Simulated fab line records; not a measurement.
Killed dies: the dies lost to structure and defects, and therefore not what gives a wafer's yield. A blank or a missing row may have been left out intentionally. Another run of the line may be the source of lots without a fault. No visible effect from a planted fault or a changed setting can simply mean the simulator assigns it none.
Which tool did it?    flow rit cmos    14 lots with 42 wafers sampled at 5 steps, on a route of 202 steps

== WHAT THE GAUGES READ, wafer by wafer ==
RIT_ACTIVE_THK_MEAS_02.
lot   measured     on             ACTIVE_OXIDE_THK (nm)
L935  day 1 17:07  film metro-02  40.7 41.7 41.7
L936  day 1 17:08  film metro-03  42.2 42.1 43.3
L937  day 1 23:33  film metro-04  43.1 43.1 42.7
L938  day 2 05:23  film metro-02  43.7 43.7 44.3
L940  day 2 13:35  film metro-02  42.3 42.6 42.4
L941  day 2 18:52  film metro-04  44.2 44.3 44.0
L942  day 3 01:07  film metro-03  43.6 43.1 42.9
L943  day 3 04:33  film metro-04  43.0 42.0 42.8
L944  day 3 09:29  film metro-03  43.0 42.9 42.8
L948  day 4 06:41  film metro-03  42.5 42.8 42.9
L950  day 4 15:54  film metro-03  42.8 42.1 42.0
L952  day 5 02:01  film metro-03  42.6 43.3 42.7
L954  day 5 13:25  film metro-04  41.8 41.9 41.7
L957  day 6 02:17  film metro-04  42.2 42.0 42.3

RIT_PWELL_TW_MEAS_10.
lot   measured     on             PWELL_TW
L935  day 2 07:40  film metro-01  955 960 956
L936  day 2 07:57  film metro-04  947 952 952
L937  day 2 15:55  film metro-01  957 959 960
L938  day 2 17:36  film metro-04  949 942 940
L940  day 3 02:56  film metro-04  943 943 947
L941  day 3 07:54  film metro-04  940 946 952
L942  day 3 14:58  film metro-04  945 940 945
L943  day 3 22:36  film metro-02  888 883 887
L944  day 3 22:31  film metro-01  961 960 957
L948  day 4 17:14  film metro-02  882 881 881
L950  day 5 08:17  film metro-04  947 948 951
L952  day 5 15:38  film metro-04  944 942 942
L954  day 6 01:52  film metro-02  948 953 951
L957  day 6 16:08  film metro-01  956 963 953

RIT_WELLDRIVE_RS_MEAS_02: measures by four-point-probe.
lot   measured     on             PWELL_RS (ohm/sq)
L935  day 2 15:14  film metro-04  430.8 429.7 431.3
L936  day 2 15:15  film metro-01  429.2 428.6 429.4
L937  day 2 21:35  film metro-04  428.9 428.4 430.2
L938  day 3 00:04  film metro-04  429.1 428.6 428.8
L940  day 3 08:13  film metro-02  428.6 431.0 429.8
L941  day 3 14:54  film metro-02  428.9 426.8 426.8
L942  day 3 20:54  film metro-04  427.1 428.5 427.0
L943  day 4 05:16  film metro-01  497.2 498.0 497.5
L944  day 4 03:47  film metro-01  429.3 429.1 428.7
L948  day 4 23:10  film metro-01  499.9 501.5 500.1
L950  day 5 14:35  film metro-02  427.1 426.4 426.6
L952  day 5 21:25  film metro-04  428.9 429.2 428.4
L954  day 6 08:26  film metro-01  429.7 428.8 431.1
L957  day 6 22:26  film metro-04  429.8 429.0 429.9

RIT_GATE_OVL_MEAS_17.
lot   measured     on          GATE_OVL (nm)
L935  day 3 02:05  overlay-01  0.1 0.0 1.8
L936  day 3 04:05  overlay-02  -2.2 2.2 0.8
L937  day 3 05:54  overlay-01  0.9 0.0 -0.6
L938  day 3 10:24  overlay-01  -1.8 0.1 -0.5
L940  day 3 19:35  overlay-01  -0.5 -3.0 -0.6
L941  day 3 23:28  overlay-02  1.5 2.1 3.0
L942  day 4 10:47  overlay-01  -0.1 1.1 2.1
L943  day 4 14:00  overlay-02  0.0 0.1 -1.6
L944  day 4 12:23  overlay-01  -0.3 0.5 0.3
L948  day 5 12:07  overlay-01  -1.6 0.4 0.0
L950  day 6 00:16  overlay-01  1.1 0.4 0.3
L952  day 6 06:47  overlay-02  -0.1 1.9 1.9
L954  day 6 16:26  overlay-02  2.2 1.9 3.1
L957  day 7 07:14  overlay-02  1.1 0.8 0.0

== EACH LOT AND THE TOOL THAT RAN IT (in order: tool; ch and the chambers of the sampled wafers; start) ==
lot   RIT_PWELL_IMPLANT_08
L935  implanter-04 ch 0, day 2 07:22
L936  implanter-02 ch 0, day 2 07:39
L937  implanter-03 ch 0, day 2 15:38
L938  implanter-02 ch 0, day 2 17:17
L940  implanter-03 ch 0, day 3 02:37
L941  implanter-02 ch 0, day 3 07:37
L942  implanter-02 ch 0, day 3 14:38
L943  implanter-02 ch 0, day 3 22:17
L944  implanter-03 ch 0, day 3 22:13
L948  implanter-02 ch 0, day 4 16:56
L950  implanter-03 ch 0, day 5 07:58
L952  implanter-04 ch 0, day 5 15:20
L954  implanter-03 ch 0, day 6 01:35
L957  implanter-04 ch 0, day 6 15:51
- RIT_PWELL_IMPLANT_08

== WHAT THE TOOLS THEMSELVES READ (means of the sampled wafers that have a number; where no wafer has one, the mark that the record gives instead) ==
RIT_PWELL_IMPLANT_08.
lot   tool          dose ions cm2  faraday current uA
L935  implanter-04  7.007e+13      224
L936  implanter-02  7.000e+13      224
L937  implanter-03  7.004e+13      222
L938  implanter-02  7.003e+13      220
L940  implanter-03  7.001e+13      221
L941  implanter-02  6.996e+13      226
L942  implanter-02  7.003e+13      221
L943  implanter-02  5.525e+13      178
L944  implanter-03  7.008e+13      226
L948  implanter-02  5.530e+13      174
L950  implanter-03  6.997e+13      223
L952  implanter-04  6.997e+13      223
L954  implanter-03  7.007e+13      221
L957  implanter-04  7.001e+13      224

== THE ANSWER, worked out from the rows above alone ==
Rule: what is usual is taken from the lots themselves. Put in order of their means at a reading, lots are off if they are a third of the lots or fewer, leave a main group of 4 or more, and stand apart from it by a gap of 3 or more times the standard deviation of the main group's means; of several such gaps the widest counts. A main group is skipped when, at the precision printed for the reading in the tables above, its means are all equal. Also off: a lot with no number at a reading for which 4 or more lots have one. All remaining lots with rows at the step are treated as sound. After the gauges, taken in route order, come the tools' own readings; for these a lot's mean is taken, as printed above. At the first step where some lot is off, the reading lying furthest off is the one used; lots without a number count as furthest.
Off: L943, L948, seen at RIT_PWELL_TW_MEAS_10 (PWELL_TW). The main group has a mean of 950 with a standard deviation of 6.1.
If a tool, at a process step before that reading, ran all the lots that are off and no sound lot after the first of them, it fits. Not tried: the gauges at RIT_PWELL_TW_MEAS_10; whatever is off there is also off at RIT_WELLDRIVE_RS_MEAS_02, on other tools, and gauge error can't account for it. One fits: implanter-02 at RIT_PWELL_IMPLANT_08. A fault onset in the window from L942 (day 3 14:38, its last sound lot) to L943 (day 3 22:17, its first lot off) fits.
The tool's own readings at RIT_PWELL_IMPLANT_08 bear it out: on the lots that are off they differ by more than 5 times the standard deviation of the sound lots' means. dose ions cm2 reads 5.528e+13 there against 7.002e+13 on the sound lots; faraday current uA reads 176 there against 223 on the sound lots.

== WHAT THE SIMULATOR HAD INSERTED ==
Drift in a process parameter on implanter-02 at RIT_PWELL_IMPLANT_08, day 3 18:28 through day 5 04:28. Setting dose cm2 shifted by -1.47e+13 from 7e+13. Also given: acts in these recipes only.
Struck lots among those shown: L943, L948. The same result came from the rule above.
